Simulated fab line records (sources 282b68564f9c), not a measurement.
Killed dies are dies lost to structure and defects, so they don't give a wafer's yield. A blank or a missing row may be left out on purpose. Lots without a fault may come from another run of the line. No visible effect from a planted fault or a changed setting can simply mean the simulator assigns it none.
Which of the tools did it? | flow rit-cmos | 21 wafers from 7 lots sampled at 3 of the route's 202 steps

WHAT EACH GAUGE READ, for each wafer
RIT_M1_RS_MEAS_01: the measuring method here is four-point-probe.
lot  | measured    | on            | M1_AL_RS (ohm/sq)
L510 | day 3 16:48 | film-metro-01 | 0.0733 0.0730 0.0731
L512 | day 4 08:30 | film-metro-02 | 0.0735 0.0742 0.0741
L514 | day 4 12:13 | film-metro-03 | 0.0733 0.0732 0.0738
L517 | day 5 07:57 | film-metro-03 | 0.0743 0.0730 0.0736
L519 | day 5 22:53 | film-metro-01 | 0.0736 0.0743 0.0746
L529 | day 8 00:46 | film-metro-02 | 0.0781 0.0769 0.0760
L531 | day 8 08:37 | film-metro-01 | 0.0722 0.0722 0.0724

TOOL THAT RAN EACH LOT (tool first, then ch and the chambers of the sampled wafers, then the start)
lot  | RIT_CONTACT_CVD_00             | RIT_M1_SPUTTER_00
L510 | pecvd-02 ch 1,2, day 3 14:17   | pvd-sputter-03, day 3 16:30
L512 | pecvd-01 ch 1,2, day 4 05:52   | pvd-sputter-04, day 4 08:12
L514 | pecvd-03 ch 0,1,2, day 4 09:28 | pvd-sputter-03, day 4 11:55
L517 | pecvd-03 ch 0,2, day 5 04:43   | pvd-sputter-04, day 5 07:39
L519 | pecvd-02 ch 0,1, day 5 20:14   | pvd-sputter-04, day 5 22:35
L529 | pecvd-03 ch 0,1,2, day 7 22:05 | pvd-sputter-04, day 8 00:25
L531 | pecvd-01 ch 1,2, day 8 06:02   | pvd-sputter-01, day 8 08:17
- RIT_CONTACT_CVD_00: deposits SiO2 from TEOS, target thk 400 nm, time 61 s.
- RIT_M1_SPUTTER_00: material Al, target thk 400 nm, time 500 s.

THE ANSWER, worked out from the rows above alone
Rule: the lots themselves supply what counts as usual. Put in order of their means at a reading, lots are off if they are a third of the lots or fewer, leave a main group of 4 or more, and stand apart from it by a gap of 3 or more times the standard deviation of the main group's means; of several such gaps the widest counts. A main group is skipped when, at the precision printed for the reading in the tables above, its means are all equal. A lot without any number at a reading at which 4 lots or more have one is off too. Any other lot the step has rows for is counted as sound.
Off: at RIT_M1_RS_MEAS_01 (M1_AL_RS), L529. The main group: mean 0.0734 ohm/sq, standard deviation 0.00062.
If a tool, at a process step before that reading, ran all the lots that are off and no sound lot after the first of them, it fits. The gauges at RIT_M1_RS_MEAS_01 are tried like those tools. Can't be told from this: 3 tools fit, pecvd-03 at RIT_CONTACT_CVD_00, pvd-sputter-04 at RIT_M1_SPUTTER_00, film-metro-02 at RIT_M1_RS_MEAS_01.

WHAT HAD BEEN PUT IN BY THE SIMULATOR
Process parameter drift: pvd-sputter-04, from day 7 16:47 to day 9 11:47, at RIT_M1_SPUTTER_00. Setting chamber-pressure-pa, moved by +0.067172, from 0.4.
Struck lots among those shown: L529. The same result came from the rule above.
